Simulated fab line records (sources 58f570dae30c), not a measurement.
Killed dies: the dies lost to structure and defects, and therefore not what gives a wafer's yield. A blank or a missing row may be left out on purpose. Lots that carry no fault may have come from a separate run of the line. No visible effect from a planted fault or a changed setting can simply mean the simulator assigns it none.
Chamber matching / flow berkeley cmos170 / UCB170_SPACER_ETCHBACK_03 on rie diel-01 has 4 sister chambers
The step etches SiO2 in CHF3/CF4/Ar, stops on Si, target depth 376 nm, time 100 s. 15 wafers are shown with their chamber, then 7 later ones without.

## WAFERS, EACH WITH ITS CHAMBER
wafer=L906.1; chamber=2; throttle valve pct (%)=6.60; oes product au (a.u.)=0.907; mfc ar sccm (sccm)=120.4
wafer=L906.3; chamber=3; throttle valve pct (%)=6.65; oes product au (a.u.)=0.903; mfc ar sccm (sccm)=120.6
wafer=L906.6; chamber=0; throttle valve pct (%)=6.39; oes product au (a.u.)=0.906; mfc ar sccm (sccm)=119.4
wafer=L910.1; chamber=3; throttle valve pct (%)=6.65; oes product au (a.u.)=0.904; mfc ar sccm (sccm)=120.1
wafer=L910.2; chamber=1; throttle valve pct (%)=6.49; oes product au (a.u.)=0.877; mfc ar sccm (sccm)=120.5
wafer=L910.3; chamber=2; throttle valve pct (%)=6.58; oes product au (a.u.)=0.906; mfc ar sccm (sccm)=119.6
wafer=L909.3; chamber=3; throttle valve pct (%)=6.64; oes product au (a.u.)=0.907; mfc ar sccm (sccm)=119.6
wafer=L909.5; chamber=1; throttle valve pct (%)=6.49; oes product au (a.u.)=0.887; mfc ar sccm (sccm)=119.7
wafer=L909.6; chamber=2; throttle valve pct (%)=6.58; oes product au (a.u.)=0.921; mfc ar sccm (sccm)=119.3
wafer=L916.3; chamber=3; throttle valve pct (%)=6.63; oes product au (a.u.)=0.920; mfc ar sccm (sccm)=119.2
wafer=L916.4; chamber=1; throttle valve pct (%)=6.49; oes product au (a.u.)=0.895; mfc ar sccm (sccm)=120.5
wafer=L916.5; chamber=2; throttle valve pct (%)=6.59; oes product au (a.u.)=0.917; mfc ar sccm (sccm)=120.2
wafer=L919.4; chamber=3; throttle valve pct (%)=6.63; oes product au (a.u.)=0.843; mfc ar sccm (sccm)=120.4
wafer=L920.2; chamber=2; throttle valve pct (%)=6.57; oes product au (a.u.)=0.907; mfc ar sccm (sccm)=120.4
wafer=L920.3; chamber=1; throttle valve pct (%)=6.49; oes product au (a.u.)=0.886; mfc ar sccm (sccm)=119.8

SIGNATURES (averages over the wafers above)
reading=throttle valve pct; chamber 0=6.3900; chamber 1=6.4900; chamber 2=6.5840; chamber 3=6.6400; scatter within a chamber=0.00915
reading=oes product au; chamber 0=0.90600; chamber 1=0.88625; chamber 2=0.91160; chamber 3=0.89540; scatter within a chamber=0.019
reading=mfc ar sccm; chamber 0=119.400; chamber 1=120.125; chamber 2=119.980; chamber 3=119.980; scatter within a chamber=0.514
Rule: for a wafer and a chamber, the distance is found by dividing, reading by reading, the gap between the wafer's reading and the chamber's mean by the reading's scatter, squaring, summing and taking the root. The wafer belongs to the nearest chamber; if the next one is less than 2 further off, it can't be placed. How the scatter is found: for the shown wafers, subtract from each reading the mean of its chamber, square and add these, divide the total by (wafers less chambers), then take the root.

## WAFERS WITH NO CHAMBER GIVEN
wafer=L920.6; throttle valve pct (%)=6.64; oes product au (a.u.)=0.922; mfc ar sccm (sccm)=119.4
wafer=L922.1; throttle valve pct (%)=6.63; oes product au (a.u.)=0.907; mfc ar sccm (sccm)=119.7
wafer=L922.2; throttle valve pct (%)=6.38; oes product au (a.u.)=0.873; mfc ar sccm (sccm)=119.8
wafer=L922.5; throttle valve pct (%)=6.57; oes product au (a.u.)=0.907; mfc ar sccm (sccm)=120.2
wafer=L927.2; throttle valve pct (%)=6.65; oes product au (a.u.)=0.904; mfc ar sccm (sccm)=120.1
wafer=L927.3; throttle valve pct (%)=6.57; oes product au (a.u.)=0.901; mfc ar sccm (sccm)=119.7
wafer=L927.6; throttle valve pct (%)=6.47; oes product au (a.u.)=0.886; mfc ar sccm (sccm)=119.9

## EACH ONE'S CHAMBER
wafer=L920.6; from the rows above=3; in truth=3
wafer=L922.1; from the rows above=3; in truth=3
wafer=L922.2; from the rows above=0; in truth=0
wafer=L922.5; from the rows above=2; in truth=2
wafer=L927.2; from the rows above=3; in truth=3
wafer=L927.3; from the rows above=2; in truth=2
wafer=L927.6; from the rows above=1; in truth=1
Correct placement for 7 of the 7. From these rows, 0 cannot be placed. Wrongly placed: 0.
